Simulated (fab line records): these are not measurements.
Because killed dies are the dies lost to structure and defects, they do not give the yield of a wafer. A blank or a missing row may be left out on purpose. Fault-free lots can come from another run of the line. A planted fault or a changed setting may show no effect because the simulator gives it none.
fab line records -- flow berkeley-cmos170
record lots=6, wafers=18, last-day=12
route steps=331 shown NLDD@161 SPACER@171
lots that met no fault: from a run of the same line without faults
start-h: hours from the record's opening day to when the first of the lot's shown wafers began -- wait-h: time in hours since the lot's previous step -- " identical to the entry in the row above -- L1.1+2: several wafers, shown together as one row -- - no value, or no start was given -- * or withheld: withheld -- < > ~ a bound
route shown NAME@n: a module of which the file shows steps, and the number in the route of the first -- usual: mean and standard deviation over wafers with no fault -- same: alike in all rows -- chamber/n: place in a boat -- sites: readings site by site -- _std_site: their standard deviation -- _edge_site: outer sites' mean less inner sites' -- radius-mm: for every site, how far away it sits from the centre of the wafer -- mask NAME#n: copy n -- behind: the last tool/chamber to shape the wafer -- hold: why the lot went on hold/how many hours it stayed there/how the hold came to an end -- device: transistor that didn't switch, given as n, p or np -- end of line: the same wafers' tests at the end of the route -- for a step that has no rows: nothing shown but its recipe -- killed: at the first sort, the dies lost to defects and structure; wafer yield is something else -- map: shows each die of a wafer: x if killed, . if not, _ if none is there
set.NAME: the setting as run; set.NAME@STEP: as run at that earlier step -- model.NAME: the simulator's own value behind a step, which no gauge read
lots at some steps of the route; a table a step, a row a wafer
services: the hour from which a tool's chamber was out of use, counted from the record's first day as start-h (under 0 if before that day), plus the number of hours and why
## steps
# step UCB170_NLDD_EXPOSE_03
# recipe mask-id=NSELECT, na=0.5, sigma-outer=0.6, source-shape=conventional, target-cd-nm=1200, dose-mj=30
# step UCB170_NLDD_PEB_04
# recipe peb-temp-c=130, peb-time-s=withheld, resist=KrF
# step UCB170_NLDD_DEVELOP_05
# recipe developer=TMAH, develop-time-s=45, resist=KrF, dev-temp-c=21
# step UCB170_NLDD_CD_MEAS_06
# recipe target-cd-nm=1200
# usual cd-nm=1199.8/1.6
lot.wafer,tool,chamber,start-h,wait-h,cd-nm
L280.1,cd-sem-02,-,149.23,-,1199.4
L280.2,cd-sem-02,-,149.23,-,1198.9
L280.3,cd-sem-02,-,149.23,-,1198.9
L285.1,cd-sem-01,-,168.91,-,1198.8
L285.4,cd-sem-01,-,168.91,-,1198.5
L285.6,cd-sem-01,-,168.91,-,1198.0
L286.1,cd-sem-01,-,177.49,-,1200.4
L286.4,cd-sem-01,-,177.49,-,1200.3
L286.5,cd-sem-01,-,177.49,-,1200.3
L295.4,cd-sem-02,-,217.30,-,1200.1
L295.5,cd-sem-02,-,217.30,-,1199.3
L295.6,cd-sem-02,-,217.30,-,1198.0
L300.2,cd-sem-02,-,241.73,-,1198.8
L300.3,cd-sem-02,-,241.73,-,1199.1
L300.5,cd-sem-02,-,241.73,-,1198.3
L299.3,cd-sem-01,-,242.03,-,1200.0
L299.4,cd-sem-01,-,242.03,-,1199.2
L299.6,cd-sem-01,-,242.03,-,1201.0
# step UCB170_NLDD_OVL_MEAS_07
# usual NLDD_OVL=-3/5.3
lot.wafer,tool,chamber,start-h,wait-h,NLDD_OVL[nm]
L280.1,overlay-01,-,149.35,0.1,-12
L280.2,overlay-01,-,149.35,0.1,-14
L280.3,overlay-01,-,149.35,0.1,-12
L285.1,overlay-02,-,169.03,0.1,2
L285.4,overlay-02,-,169.03,0.1,-2
L285.6,overlay-02,-,169.03,0.1,2
L286.1,overlay-02,-,177.61,0.1,1
L286.4,overlay-02,-,177.61,0.1,2
L286.5,overlay-02,-,177.61,0.1,-3
L295.4,overlay-01,-,217.38,0.1,-6
L295.5,overlay-01,-,217.38,0.1,-5
L295.6,overlay-01,-,217.38,0.1,1
L300.2,overlay-02,-,241.84,0.1,-7
L300.3,overlay-02,-,241.84,0.1,-7
L300.5,overlay-02,-,241.84,0.1,-6
L299.3,overlay-01,-,242.12,0.1,6
L299.4,overlay-01,-,242.12,0.1,-6
L299.6,overlay-01,-,242.12,0.1,-4
# step UCB170_NLDD_IMPLANT_08
# recipe species=As, dose-cm2=5e+13, energy-kev=30, tilt-deg=7, rotation-deg=0
# step UCB170_NLDD_IMPLANT_09
# recipe species=As, dose-cm2=5e+13, energy-kev=29.82, tilt-deg=7, rotation-deg=180
# step UCB170_NLDD_STRIP_10
# recipe chemistry=O2, power-w=400, pressure-mtorr=3500, platen-temp-c=withheld, o2-flow-sccm=400, overash-fraction=0.5
# usual drypump-motor-current-A=5.8/0.53, oes-product-au=0.734/0.0045, strip-time-to-endpoint-s=21.64/0.067
lot.wafer,tool,chamber,start-h,wait-h,drypump-motor-current-A,oes-product-au,rf-hours-counter-h,strip-time-to-endpoint-s
L280.1,plasma-asher-02,1,149.69,0.1,4.8,0.732,41,21.74
L280.2,plasma-asher-02,0,149.69,0.1,6.2,0.741,41,21.68
L280.3,plasma-asher-02,0,149.69,0.1,6.2,0.740,-,21.75
L285.1,plasma-asher-04,1,169.37,0.1,6.2,0.722,48,21.54
L285.4,plasma-asher-04,1,169.37,0.1,6.2,0.734,-,21.58
L285.6,plasma-asher-04,0,169.37,0.1,5.3,0.731,-,21.57
L286.1,plasma-asher-01,1,177.95,0.1,5.9,0.730,6,21.74
L286.4,plasma-asher-01,0,177.95,0.1,6.1,0.741,-,21.72
L286.5,plasma-asher-01,0,177.95,0.1,6.1,0.734,-,21.77
L295.4,plasma-asher-02,1,217.73,0.1,4.8,0.736,-,21.71
L295.5,plasma-asher-02,1,217.73,0.1,4.8,0.738,-,21.70
L295.6,plasma-asher-02,0,217.73,0.1,6.2,0.733,-,21.77
L300.2,plasma-asher-02,1,242.17,0.1,4.8,0.730,51,21.56
L300.3,plasma-asher-02,1,242.17,0.1,4.8,0.737,-,21.57
L300.5,plasma-asher-02,0,242.17,0.1,6.2,0.728,-,21.56
L299.3,plasma-asher-01,1,242.48,0.1,5.9,0.738,-,21.51
L299.4,plasma-asher-01,0,242.48,0.1,6.1,0.736,-,21.56
L299.6,plasma-asher-01,1,242.48,0.1,5.9,0.736,-,21.47
# step UCB170_NLDD_TW_MEAS_11
# usual NLDD_TW=2206/23
lot.wafer,tool,chamber,start-h,wait-h,NLDD_TW
L280.1,film-metro-01,-,149.79,0.1,2188
L280.2,film-metro-01,-,149.79,0.1,2194
L280.3,film-metro-01,-,149.79,0.1,2187
L285.1,film-metro-03,-,169.47,0.1,2210
L285.4,film-metro-03,-,169.47,0.1,2215
L285.6,film-metro-03,-,169.47,0.1,2206
L286.1,film-metro-01,-,178.05,0.1,2179
L286.4,film-metro-01,-,178.05,0.1,2192
L286.5,film-metro-01,-,178.05,0.1,2186
L295.4,film-metro-04,-,217.83,0.1,2231
L295.5,film-metro-04,-,217.83,0.1,2236
L295.6,film-metro-04,-,217.83,0.1,2224
L300.2,film-metro-01,-,242.28,0.1,2167
L300.3,film-metro-01,-,242.28,0.1,2170
L300.5,film-metro-01,-,242.28,0.1,2175
L299.3,film-metro-03,-,242.57,0.1,2195
L299.4,film-metro-03,-,242.57,0.1,2200
L299.6,film-metro-03,-,242.57,0.1,2198
# step UCB170_NLDD_CLEAN_12
# recipe chemistry=SPM, temp-c=120, time-s=600
# step UCB170_SPACER_CVD_00
# recipe material=SiO2, target-thk-nm=376, temp-c=390, precursor=TEOS/O2, time-s=47, rf-w=550, pressure-mtorr=9000
# usual heater-power-w=283/55
lot.wafer,tool,chamber,start-h,wait-h,heater-power-w
L280.1,pecvd-01,0,150.15,0.0,289
L280.2,pecvd-01,2,150.15,0.0,237
L280.3,pecvd-01,1,150.15,0.0,221
L285.1,pecvd-03,0,169.70,0.0,275
L285.4,pecvd-03,1,169.70,0.0,314
L285.6,pecvd-03,2,169.70,0.0,281
L286.1,pecvd-01,0,178.36,0.0,300
L286.4,pecvd-01,2,178.36,0.0,268
L286.5,pecvd-01,1,178.36,0.0,261
L295.4,pecvd-03,2,218.07,0.0,262
L295.5,pecvd-03,1,218.07,0.0,288
L295.6,pecvd-03,0,218.07,0.0,262
L300.2,pecvd-03,0,242.51,0.0,279
L300.3,pecvd-03,2,242.51,0.0,258
L300.5,pecvd-03,1,242.51,0.0,227
L299.3,pecvd-04,1,242.80,0.0,394
L299.4,pecvd-04,2,242.80,0.0,284
L299.6,pecvd-04,1,242.80,0.0,408
# step UCB170_SPACER_THK_MEAS_01
# recipe reads=SiO2_of_SPACER_CVD_00
# usual SPACER_TEOS_THK=374/5.1
lot.wafer,tool,chamber,start-h,wait-h,SPACER_TEOS_THK[nm]
L280.1,film-metro-02,-,150.19,0.0,373
L280.2,film-metro-02,-,150.19,0.0,377
L280.3,film-metro-02,-,150.19,0.0,374
L285.1,film-metro-02,-,169.75,0.0,373
L285.4,film-metro-02,-,169.75,0.0,384
L285.6,film-metro-02,-,169.75,0.0,383
L286.1,film-metro-03,-,178.40,0.0,365
L286.4,film-metro-03,-,178.40,0.0,376
L286.5,film-metro-03,-,178.40,0.0,375
L295.4,film-metro-04,-,218.12,0.0,380
L295.5,film-metro-04,-,218.12,0.0,384
L295.6,film-metro-04,-,218.12,0.0,376
L300.2,film-metro-02,-,242.56,0.0,368
L300.3,film-metro-02,-,242.56,0.0,373
L300.5,film-metro-02,-,242.56,0.0,381
L299.3,film-metro-03,-,242.86,0.0,373
L299.4,film-metro-03,-,242.86,0.0,376
L299.6,film-metro-03,-,242.86,0.0,380
# step UCB170_SPACER_ANNEAL_02
# recipe temp-c=900, time-s=1800, ambient=N2
# usual spike-tc-centre-C=901.6/1.2, spike-tc-load-C=924.7/2.1
lot.wafer,tool,chamber,start-h,wait-h,spike-tc-centre-C,spike-tc-load-C
L280.1,furnace-01,0,153.14,2.9,900.0,925.1
L280.2,furnace-01,0,153.14,2.9,900.3,924.7
L280.3,furnace-01,0,153.14,2.9,902.0,926.9
L285.1,furnace-01,-,172.97,3.2,-,-
L285.4,furnace-01,-,172.97,3.2,-,-
L285.6,furnace-01,-,172.97,3.2,-,-
L286.1,furnace-01,-,180.72,2.3,-,-
L286.4,furnace-01,-,180.72,2.3,-,-
L286.5,furnace-01,-,180.72,2.3,-,-
L295.4,furnace-02,0,219.41,1.3,903.4,923.7
L295.5,furnace-02,0,219.41,1.3,901.6,921.0
L295.6,furnace-02,0,219.41,1.3,903.0,921.4
L299.3,furnace-01,0,247.78,4.9,900.4,925.2
L299.4,furnace-01,0,247.78,4.9,899.9,926.0
L299.6,furnace-01,0,247.78,4.9,900.5,923.5
L300.2,furnace-01,0,247.78,5.2,902.1,925.4
L300.3,furnace-01,0,247.78,5.2,900.2,925.6
L300.5,furnace-01,0,247.78,5.2,900.4,926.8
# step UCB170_SPACER_ETCHBACK_03
# recipe stop-on=Si, target=SiO2, chemistry=CHF3/CF4/Ar, CHF3_flow_sccm=50, cf4-flow-sccm=10, Ar_flow_sccm=120, pressure-mtorr=200, rf-w=500, target-depth-a=3760, time-s=100
# usual drypump-motor-current-A=5.6/0.42, mfc-ar-sccm=120.0/0.35, oes-product-au=0.898/0.022, throttle-valve-pct=6.49/0.12
lot.wafer,tool,chamber,start-h,wait-h,drypump-motor-current-A,mfc-ar-sccm,oes-product-au,rf-hours-counter-h,throttle-valve-pct
L280.1,rie-diel-01,0,154.64,0.0,5.3,120.4,0.865,121,6.52
L280.2,rie-diel-01,1,154.64,0.0,6.3,120.1,0.903,142,6.37
L280.3,rie-diel-01,3,154.64,0.0,5.6,120.3,0.879,108,6.58
L285.1,rie-diel-02,3,174.47,0.0,5.7,120.0,0.918,108,6.45
L285.4,rie-diel-02,1,174.47,0.0,5.0,120.4,0.923,21,6.62
L285.6,rie-diel-02,3,174.47,0.0,5.7,119.6,0.941,-,6.44
L286.1,rie-diel-01,0,182.22,0.0,5.3,120.3,0.853,122,6.51
L286.4,rie-diel-01,1,182.22,0.0,6.3,120.1,0.899,143,6.38
L286.5,rie-diel-01,1,182.22,0.0,6.3,120.1,0.900,-,6.37
L295.4,rie-diel-01,3,220.91,0.0,5.7,119.1,0.880,111,6.57
L295.5,rie-diel-01,0,220.91,0.0,5.4,120.1,0.891,-,6.53
L295.6,rie-diel-01,3,220.91,0.0,5.7,119.4,0.882,-,6.59
L300.2,rie-diel-02,0,249.28,0.0,5.9,119.6,0.906,112,6.65
L300.3,rie-diel-02,2,249.28,0.0,5.1,119.4,0.912,44,6.19
L300.5,rie-diel-02,1,249.28,0.0,5.0,119.8,0.909,-,6.64
L299.3,rie-diel-04,0,249.35,0.1,5.9,120.5,0.888,11,6.47
L299.4,rie-diel-04,3,249.35,0.1,5.8,120.1,0.926,48,6.56
L299.6,rie-diel-04,3,249.35,0.1,5.8,119.7,0.935,-,6.53
## services
tool,chamber,start-h,hours,kind
pecvd-01,-,131.98,0.9,repair
furnace-01,-,134.56,3.4,pm
pecvd-03,-,135.50,14.0,pm
pecvd-03,0,135.50,14.0,vent-cycle
pecvd-03,1,135.50,14.0,vent-cycle
pecvd-03,2,135.50,14.0,vent-cycle
rie-diel-02,3,139.52,23.4,repair
pecvd-03,0,149.50,-,clean
pecvd-03,1,149.50,-,clean
pecvd-03,2,149.50,-,clean
pecvd-04,-,152.36,0.6,repair
rie-diel-04,3,158.19,18.2,repair
pecvd-04,-,162.78,3.0,repair
pecvd-01,-,187.36,0.3,repair
rie-diel-04,-,187.80,0.7,repair
rie-diel-04,-,199.68,0.9,repair
rie-diel-02,2,209.47,12.5,repair
pecvd-04,2,218.17,4.5,repair
pecvd-04,-,219.25,6.0,pm
furnace-02,-,224.06,3.7,pm
rie-diel-04,0,227.33,10.2,repair
rie-diel-01,-,234.35,1.8,repair
furnace-02,-,235.69,19.6,pm
pecvd-01,-,242.50,14.0,pm
## key
first-sign step=UCB170_SPACER_ANNEAL_02, reading=tool-record, direction=missing
effect none on later readings
met-at UCB170_SPACER_ANNEAL_02
struck-wafers L285.1,L285.4,L285.6,L286.1,L286.4,L286.5
later-rows-left-out L285.1,L285.4,L285.6,L286.1,L286.4,L286.5
sort-left-out L285.1,L285.4,L285.6,L286.1,L286.4,L286.5
tester-left-out L285,L286
onset-between 153.14 172.97
fault kind=skipped-step-whole, tool=furnace-01, chamber=-, onset-h=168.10, steps=UCB170_SPACER_ANNEAL_02, scope=struck-lots-only
# tester-left-out: of these lots the tester's yield and bins aren't shown, on N5 and GAA mostly nor the transistor test; their killed dies are dies lost to structure and defects alone, not to doping, threshold or leakage, so they don't give the yield
# sort-left-out: the simulated sort isn't trusted on such a fault, so these wafers' sort isn't shown, and their yield isn't known
# later-rows-left-out: the simulator's readings of these wafers behind a module that went badly wrong aren't trusted and aren't shown, but for the sort
